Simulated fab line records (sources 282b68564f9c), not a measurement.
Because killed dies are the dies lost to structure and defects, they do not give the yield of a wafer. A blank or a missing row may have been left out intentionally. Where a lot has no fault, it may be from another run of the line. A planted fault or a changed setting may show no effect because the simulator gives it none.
One fault through the eyes of 2 desks    flow rit cmos    what lay behind the numbers comes last; until then each desk has only its own

== AT THE TOOL OWNER'S DESK: wet bench-01 ==
The tool's own readings at RIT_SILICIDE_WET_ETCH_05 (etches Ti in SPM, time 120 s): means of the sampled wafers that have a number, for each lot that ran on this tool. If a lot's mean is further than 4 standard deviations from the usual mean, the lot is out of limits and carries the mark OUT (the distance appears in the brackets).
Columns: A = bath guard temp C at RIT_SILICIDE_WET_ETCH_05, usual 90.1 C; B = bath heat duty pct at RIT_SILICIDE_WET_ETCH_05, usual 13.5 %
lot   first seen here  A     B
L123  day 3 12:25      90.0  12.1
L128  day 4 12:46      90.3  14.6
L131  day 5 04:23      90.8  15.3
L140  day 7 01:40      89.9  14.6
L142  day 7 11:04      90.0  13.3
L143  day 7 16:40      90.1  13.5
Finding of this desk: none of the 6 lots has anything out of limits.

== THE METROLOGY DESK ==
Lot by lot, what the gauges showed, no matter which tool ran the lot: averages of those sampled wafers that carry a number. If a lot's mean is further than 4 standard deviations from the usual mean, the lot is out of limits and carries the mark OUT (the distance appears in the brackets).
Columns: A = cd nm at RIT_CONTACT_CD_MEAS_90, usual 999.5 nm
lot   first seen here  A
L122  day 3 11:41      1000.7
L123  day 3 14:41      1002.6
L124  day 3 19:30      1000.6
L126  day 4 05:49      1001.6
L128  day 4 15:08      999.7
L129  day 4 19:55      1000.3
L131  day 5 06:23      999.3
L132  day 5 12:17      1000.9
L140  day 7 03:32      999.1
L142  day 7 12:56      996.1
L143  day 7 18:34      999.2
L144  day 7 22:29      997.9
Finding of this desk: none of the 12 lots has anything out of limits.

== ALL TOGETHER ==
The desk of the tool owner found nothing out of limits.
The metrology desk saw nothing out of limits.

== WHAT HAD BEEN PUT IN BY THE SIMULATOR ==
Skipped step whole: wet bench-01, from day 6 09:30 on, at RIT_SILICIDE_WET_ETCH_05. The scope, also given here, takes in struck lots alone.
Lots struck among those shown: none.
